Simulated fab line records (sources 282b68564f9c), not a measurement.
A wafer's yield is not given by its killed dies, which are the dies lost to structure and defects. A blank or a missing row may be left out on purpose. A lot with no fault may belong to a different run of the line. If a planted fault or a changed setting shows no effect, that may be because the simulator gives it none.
A struck lot beside a sound one / flow rit cmos / 44 out of 202 route steps
Sound: these wafers, L896.1, L896.4, L896.6. Wafers struck: L901.1, L901.2, L901.3. The cause is given at the end.
Order at every step that has rows: each side's tool, ch and its chambers, its first start. Under that, the readings that differ: sound wafers / struck wafers / difference of the means / sigmas: that difference in standard deviations of wafers without a fault.
alike: words and numbers the same on both sides, and readings whose means are apart by under 2 such deviations; not compared: readings that were withheld, readings missing a value for some wafer, numbers with overlapping values and no deviation given by the record, and bounds like >300 which may hide the same value.
A row with sigmas, a row that says differs or no value, or rows on one side alone: a step with any of these is where the two part. Non-overlapping numbers with no deviation appear without sigmas and do not part them. A reading that every wafer of one side lacks parts them only if that side has two wafers or more.

first, 4 steps without rows for these wafers: RIT_PLDD_SOFTBAKE_02 (time 60 s); RIT_PLDD_EXPOSE_03 (exposes mask M8, target cd 40900 nm); RIT_PLDD_PEB_04; RIT_PLDD_DEVELOP_05 (develop time 50 s).
RIT_PLDD_OVL_MEAS_06:
  struck on overlay-01, day 4 06:46; sound on overlay-02, day 3 05:44
  alike: PLDD_OVL
then, 2 steps without rows for these wafers: RIT_PLDD_HARDBAKE_07 (time 60 s); RIT_PLDD_IMPLANT_08.
RIT_PLDD_STRIP_09: strips in O2, time 180 s.
  sound on plasma asher-04 ch 0,1, day 3 06:05; struck on plasma asher-01 ch 0,1, day 4 07:06
  alike: chamber pressure mTorr, drypump motor current A, rf refl power W
  not compared: rf hours counter h
RIT_PLDD_TW_MEAS_10:
  struck on film metro-02, day 4 07:16; sound on film metro-01, day 3 06:15
reading=PLDD_TW; sound=2385 2396 2397; struck=2349 2339 2332; difference=-53; sigmas=-2
then, 3 steps without rows for these wafers: RIT_SPACER_CLEAN_00 (cleans in SC1, time 600 s); RIT_SPACER_CLEAN_01 (cleans in dHF, time 30 s); RIT_SPACER_CLEAN_02 (cleans in SC2, time 600 s).
RIT_SPACER_CVD_03: deposits Si3N4 from SiH2Cl2/NH3, target thk 250 nm, time 3300 s.
  sound on lpcvd-01 ch 1, day 3 06:41; struck on lpcvd-02 ch 1, day 4 07:55
reading=sih2cl2 flow sccm (sccm); sound=59.87 59.73 60.16; struck=89.86 89.55 89.91; difference=+29.85; sigmas=+99 or more
reading=model.Si3N4_of_SPACER_CVD_03.thk nm (nm); sound=250.1 252.3 251.1; struck=284 283.8 284.2; difference=+33; sigmas=
  alike: spike tc source C
RIT_SPACER_THK_MEAS_04:
  struck on film metro-04, day 4 09:50; sound on film metro-02, day 3 08:35
reading=SPACER_NITRIDE_THK (nm); sound=250.1 252.5 251.1; struck=284.0 284.1 284.2; difference=+32.9; sigmas=+14
RIT_SPACER_ETCHBACK_05: etches Si3N4 in SF6/CHF3, stops on SiO2, target depth 250 nm, time 240 s.
  sound on rie diel-04 ch 0,1,2, day 3 08:39; struck on rie diel-02 ch 0,1,3, day 4 09:54
reading=oes product au (a.u.); sound=0.850 0.859 0.857; struck=0.895 0.912 0.936; difference=+0.059; sigmas=+5
reading=model.etch.depth nm (nm); sound=250.1 252.3 251.1; struck=284 283.8 284.2; difference=+33; sigmas=
  alike: chamber pressure mTorr, drypump motor current A, throttle valve pct
  not compared: rf hours counter h
then, 6 steps without rows for these wafers: RIT_NSD_HMDS_00 (prime time 60 s); RIT_NSD_COAT_01 (resist thk 1000 nm); RIT_NSD_SOFTBAKE_02 (time 60 s); RIT_NSD_EXPOSE_03 (exposes mask M9, target cd 40700 nm); RIT_NSD_PEB_04; RIT_NSD_DEVELOP_05 (develop time 50 s).
RIT_NSD_OVL_MEAS_06:
  struck on overlay-01, day 4 10:54; sound on overlay-01, day 3 09:47
  alike: NSD_OVL
then, 2 steps without rows for these wafers: RIT_NSD_HARDBAKE_07 (time 60 s); RIT_NSD_IMPLANT_08.
RIT_NSD_STRIP_09: strips in O2, time 180 s.
  sound on plasma asher-04 ch 0,1, day 3 10:07; struck on plasma asher-04 ch 0,1, day 4 11:14
  alike: chamber pressure mTorr, drypump motor current A, rf refl power W
  not compared: rf hours counter h
RIT_NSD_TW_MEAS_10:
  struck on film metro-01, day 4 11:25; sound on film metro-01, day 3 10:17
  alike: NSD_TW
then, 6 steps without rows for these wafers: RIT_PSD_HMDS_00 (prime time 60 s); RIT_PSD_COAT_01 (resist thk 1000 nm); RIT_PSD_SOFTBAKE_02 (time 60 s); RIT_PSD_EXPOSE_03 (exposes mask M10, target cd 40900 nm); RIT_PSD_PEB_04; RIT_PSD_DEVELOP_05 (develop time 50 s).
RIT_PSD_OVL_MEAS_06:
  struck on overlay-02, day 4 12:19; sound on overlay-01, day 3 11:20
  alike: PSD_OVL
then, 2 steps without rows for these wafers: RIT_PSD_HARDBAKE_07 (time 60 s); RIT_PSD_IMPLANT_08.
RIT_PSD_STRIP_09: strips in O2, time 180 s.
  sound on plasma asher-02 ch 0, day 3 11:40; struck on plasma asher-02 ch 0,1, day 4 12:40
  alike: chamber pressure mTorr, drypump motor current A, rf refl power W
  not compared: rf hours counter h
RIT_PSD_TW_MEAS_10:
  struck on film metro-01, day 4 12:50; sound on film metro-01, day 3 11:50
  alike: PSD_TW
then, 3 steps without rows for these wafers: RIT_SDANNEAL_CLEAN_00 (cleans in SC1, time 600 s); RIT_SDANNEAL_CLEAN_01 (cleans in dHF, time 30 s); RIT_SDANNEAL_CLEAN_02 (cleans in SC2, time 600 s).
RIT_SDANNEAL_RTA_03: time 5 s.
  sound on rtp anneal-02 ch 0, day 3 12:16; struck on rtp anneal-01 ch 0, day 4 13:16
  alike: ramp down c per s, wafer_temp_C_max
RIT_SDANNEAL_RS_MEAS_04: a four-point-probe measurement.
  struck on film metro-01, day 4 13:19; sound on film metro-04, day 3 12:19
  alike: PSD_RS
RIT_SILICIDE_WET_ETCH_00: etches SiO2 in BOE, target depth 14 nm, time 15 s.
  sound on wet bench-02 ch 1, day 3 12:48; struck on wet bench-04 ch 2, day 4 13:48
reading=model.Si3N4_of_SPACER_CVD_03.thk nm (nm); sound=195.1 197.3 196; struck=221.9 221.6 222; difference=+25.7; sigmas=
  alike: bath heat duty pct
RIT_M1_PROBE_99:
  struck on prober-02, day 4 21:48; sound on prober-01, day 3 19:49
reading=model.etest.pplus sal.width nm (nm); sound=3447 3421 3462; struck=3390 3387 3387; difference=-55; sigmas=
reading=model.etest.nplus sal.width nm (nm); sound=3464 3427 3436; struck=3375 3393 3384; difference=-58; sigmas=
reading=model.etest.nmos_0p15.r on ohm um; sound=1130 1129 1138; struck=1070 1066 1042; difference=-73; sigmas=
reading=model.etest.nwell pinched.rs ohm sq; sound=342.6 337.1 338.5; struck=318.9 318.4 317.5; difference=-21.1; sigmas=
reading=model.etest.pwell pinched.rs ohm sq; sound=453.3 459.7 453.7; struck=438.1 434.5 433.5; difference=-20.2; sigmas=
reading=model.etest.nmos_0p3.drive ua um; sound=233 230.9 234.1; struck=215.9 206.2 211.9; difference=-21.3; sigmas=
reading=model.etest.contact nplus.end ohm um; sound=42.2 43.72 41.48; struck=37.63 37.48 37.41; difference=-4.96; sigmas=
reading=model.etest.field p metal.vt v (V); sound=-28.72 -29.29 -29.55; struck=-30.65 -30.23 -30.41; difference=-1.24; sigmas=
  alike: killed at contacts, killed at front end, killed dies, killed open, killed short

## WHERE THEY PART
At RIT_PLDD_TW_MEAS_10 first; at RIT_SPACER_ETCHBACK_05 last (within this record only). Later steps at which nothing parts them and some readings are alike: RIT_NSD_OVL_MEAS_06, RIT_NSD_STRIP_09, RIT_NSD_TW_MEAS_10, RIT_PSD_OVL_MEAS_06, RIT_PSD_STRIP_09, RIT_PSD_TW_MEAS_10, RIT_SDANNEAL_RTA_03, RIT_SDANNEAL_RS_MEAS_04, RIT_SILICIDE_WET_ETCH_00, RIT_M1_PROBE_99.

WHY: whatever the simulator had introduced
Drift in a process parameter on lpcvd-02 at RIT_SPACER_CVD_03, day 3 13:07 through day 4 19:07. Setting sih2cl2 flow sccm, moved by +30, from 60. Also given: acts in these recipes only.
